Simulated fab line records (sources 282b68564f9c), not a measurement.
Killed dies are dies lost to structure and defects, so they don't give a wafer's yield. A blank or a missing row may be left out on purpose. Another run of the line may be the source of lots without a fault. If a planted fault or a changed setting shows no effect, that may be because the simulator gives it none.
Which of the tools did it? :: flow ritCmos :: Sampling: 15 lots, 45 wafers, 2 of 202 route steps

## WHAT THE GAUGES READ, wafer by wafer
RIT_PRETRO_TW_MEAS_10. Usual: for PRETRO_TW the level is 476 and the standard deviation is 6.6.
lot: L338
measured: day 2 08:56
on: filmMetro-01
PRETRO_TW: 483 482 485
flag: 

lot: L339
measured: day 2 15:14
on: filmMetro-02
PRETRO_TW: 470 470 470
flag: 

lot: L340
measured: day 2 18:53
on: filmMetro-01
PRETRO_TW: 483 484 484
flag: 

lot: L341
measured: day 2 22:59
on: filmMetro-01
PRETRO_TW: 482 484 482
flag: 

lot: L343
measured: day 3 08:34
on: filmMetro-01
PRETRO_TW: 482 481 483
flag: 

lot: L345
measured: day 3 18:54
on: filmMetro-02
PRETRO_TW: 470 470 472
flag: 

lot: L346
measured: day 4 00:25
on: filmMetro-02
PRETRO_TW: 464 466 464
flag: 

lot: L347
measured: day 4 05:10
on: filmMetro-02
PRETRO_TW: 467 468 466
flag: 

lot: L348
measured: day 4 10:17
on: filmMetro-01
PRETRO_TW: 480 482 484
flag: 

lot: L350
measured: day 4 19:28
on: filmMetro-01
PRETRO_TW: 480 483 482
flag: 

lot: L355
measured: day 5 20:56
on: filmMetro-03
PRETRO_TW: 30 30 30
flag: OFF

lot: L356
measured: day 6 07:25
on: filmMetro-01
PRETRO_TW: 30 30 31
flag: OFF

lot: L357
measured: day 6 09:07
on: filmMetro-01
PRETRO_TW: 30 30 30
flag: OFF

lot: L360
measured: day 6 21:23
on: filmMetro-03
PRETRO_TW: 467 465 469
flag: 

lot: L361
measured: day 7 03:34
on: filmMetro-02
PRETRO_TW: 469 468 472
flag: 

## TOOL THAT RAN EACH LOT (tool first, then ch and the chambers of the sampled wafers, then the start)
lot: L338
RIT_NRETRO_STRIP_09: plasmaAsher-02 ch 0,1, day 2 07:14

lot: L339
RIT_NRETRO_STRIP_09: plasmaAsher-04 ch 0,1, day 2 13:32

lot: L340
RIT_NRETRO_STRIP_09: plasmaAsher-02 ch 1, day 2 17:08

lot: L341
RIT_NRETRO_STRIP_09: plasmaAsher-04 ch 0,1, day 2 21:08

lot: L343
RIT_NRETRO_STRIP_09: plasmaAsher-04 ch 0,1, day 3 06:44

lot: L345
RIT_NRETRO_STRIP_09: plasmaAsher-01 ch 0,1, day 3 17:10

lot: L346
RIT_NRETRO_STRIP_09: plasmaAsher-02 ch 0,1, day 3 22:35

lot: L347
RIT_NRETRO_STRIP_09: plasmaAsher-02 ch 1, day 4 03:16

lot: L348
RIT_NRETRO_STRIP_09: plasmaAsher-01 ch 0,1, day 4 08:07

lot: L350
RIT_NRETRO_STRIP_09: plasmaAsher-01 ch 0,1, day 4 17:37

lot: L355
RIT_NRETRO_STRIP_09: plasmaAsher-04 ch 0,1, day 5 19:05

lot: L356
RIT_NRETRO_STRIP_09: plasmaAsher-04 ch 0, day 6 05:34

lot: L357
RIT_NRETRO_STRIP_09: plasmaAsher-04 ch 0,1, day 6 07:17

lot: L360
RIT_NRETRO_STRIP_09: plasmaAsher-02 ch 0,1, day 6 19:40

lot: L361
RIT_NRETRO_STRIP_09: plasmaAsher-02 ch 0,1, day 7 01:52
- RIT_NRETRO_STRIP_09: strips in O2, time 180 s.

## WHAT THE TOOLS THEMSELVES READ (means of the sampled wafers that have a number; where no wafer has one, the mark that the record gives instead)
RIT_NRETRO_STRIP_09. Usual: chamberPressureMTorr 4000 mTorr, standard deviation 3.9; drypumpMotorCurrentA 5.5 A, standard deviation 0.34; o2FlowSccm 4000 sccm, standard deviation 11.
lot: L338
tool: plasmaAsher-02
chamberPressureMTorr (mTorr): 3998
drypumpMotorCurrentA (A): 5.8
o2FlowSccm (sccm): 4009
flag: 

lot: L339
tool: plasmaAsher-04
chamberPressureMTorr (mTorr): 4001
drypumpMotorCurrentA (A): 5.2
o2FlowSccm (sccm): 4005
flag: 

lot: L340
tool: plasmaAsher-02
chamberPressureMTorr (mTorr): 3997
drypumpMotorCurrentA (A): 5.8
o2FlowSccm (sccm): 3988
flag: 

lot: L341
tool: plasmaAsher-04
chamberPressureMTorr (mTorr): 4005
drypumpMotorCurrentA (A): 5.2
o2FlowSccm (sccm): 4005
flag: 

lot: L343
tool: plasmaAsher-04
chamberPressureMTorr (mTorr): 4000
drypumpMotorCurrentA (A): 5.3
o2FlowSccm (sccm): 4013
flag: 

lot: L345
tool: plasmaAsher-01
chamberPressureMTorr (mTorr): 3998
drypumpMotorCurrentA (A): 5.9
o2FlowSccm (sccm): 4006
flag: 

lot: L346
tool: plasmaAsher-02
chamberPressureMTorr (mTorr): 4001
drypumpMotorCurrentA (A): 5.8
o2FlowSccm (sccm): 3988
flag: 

lot: L347
tool: plasmaAsher-02
chamberPressureMTorr (mTorr): 4002
drypumpMotorCurrentA (A): 5.8
o2FlowSccm (sccm): 4012
flag: 

lot: L348
tool: plasmaAsher-01
chamberPressureMTorr (mTorr): 3997
drypumpMotorCurrentA (A): 5.9
o2FlowSccm (sccm): 3994
flag: 

lot: L350
tool: plasmaAsher-01
chamberPressureMTorr (mTorr): 4005
drypumpMotorCurrentA (A): 5.7
o2FlowSccm (sccm): 4004
flag: 

lot: L355
tool: plasmaAsher-04
chamberPressureMTorr (mTorr): -
drypumpMotorCurrentA (A): -
o2FlowSccm (sccm): -
flag: OFF

lot: L356
tool: plasmaAsher-04
chamberPressureMTorr (mTorr): -
drypumpMotorCurrentA (A): -
o2FlowSccm (sccm): -
flag: OFF

lot: L357
tool: plasmaAsher-04
chamberPressureMTorr (mTorr): -
drypumpMotorCurrentA (A): -
o2FlowSccm (sccm): -
flag: OFF

lot: L360
tool: plasmaAsher-02
chamberPressureMTorr (mTorr): 3999
drypumpMotorCurrentA (A): 5.8
o2FlowSccm (sccm): 3997
flag: 

lot: L361
tool: plasmaAsher-02
chamberPressureMTorr (mTorr): 3997
drypumpMotorCurrentA (A): 5.8
o2FlowSccm (sccm): 4005
flag: 

## THE ANSWER, worked out from the rows above alone
Rule: take the mean of a lot's wafers that have a number; if it is more than 3 standard deviations from the usual mean, the lot is off. Also off: a lot with no number at a reading for which 4 or more lots have one. Where the step has rows for the other lots, those lots are counted as sound. The gauges are gone through in route order, then the tools' own readings, and for those a lot's mean is taken as printed above. At the first step where some lot is off, the reading lying furthest off is the one used; lots without a number count as furthest.
Off: L355, L356, L357, seen at RIT_PRETRO_TW_MEAS_10 (PRETRO_TW).
If a tool, at a process step before that reading, ran all the lots that are off and no sound lot after the first of them, it fits. The gauges at RIT_PRETRO_TW_MEAS_10 aren't tried: what is off there is off at RIT_NRETRO_STRIP_09 too, on other tools, and a gauge's error can't cause that. One fits: RIT_NRETRO_STRIP_09 on plasmaAsher-04. Its last sound lot is L343 (day 3 06:44), its first lot that is off L355 (day 5 19:05): a fault that began between those two fits.
Blank at RIT_NRETRO_STRIP_09 on the lots that are off, where sound lots have numbers: chamberPressureMTorr, drypumpMotorCurrentA, o2FlowSccm.

## WHAT WAS PUT IN BY THE SIMULATOR
At RIT_NRETRO_STRIP_09, the step was skipped entirely on plasmaAsher-04 from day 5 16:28 on. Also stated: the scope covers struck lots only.
Shown lots that were struck: L355, L356, L357. The rule above found the same.
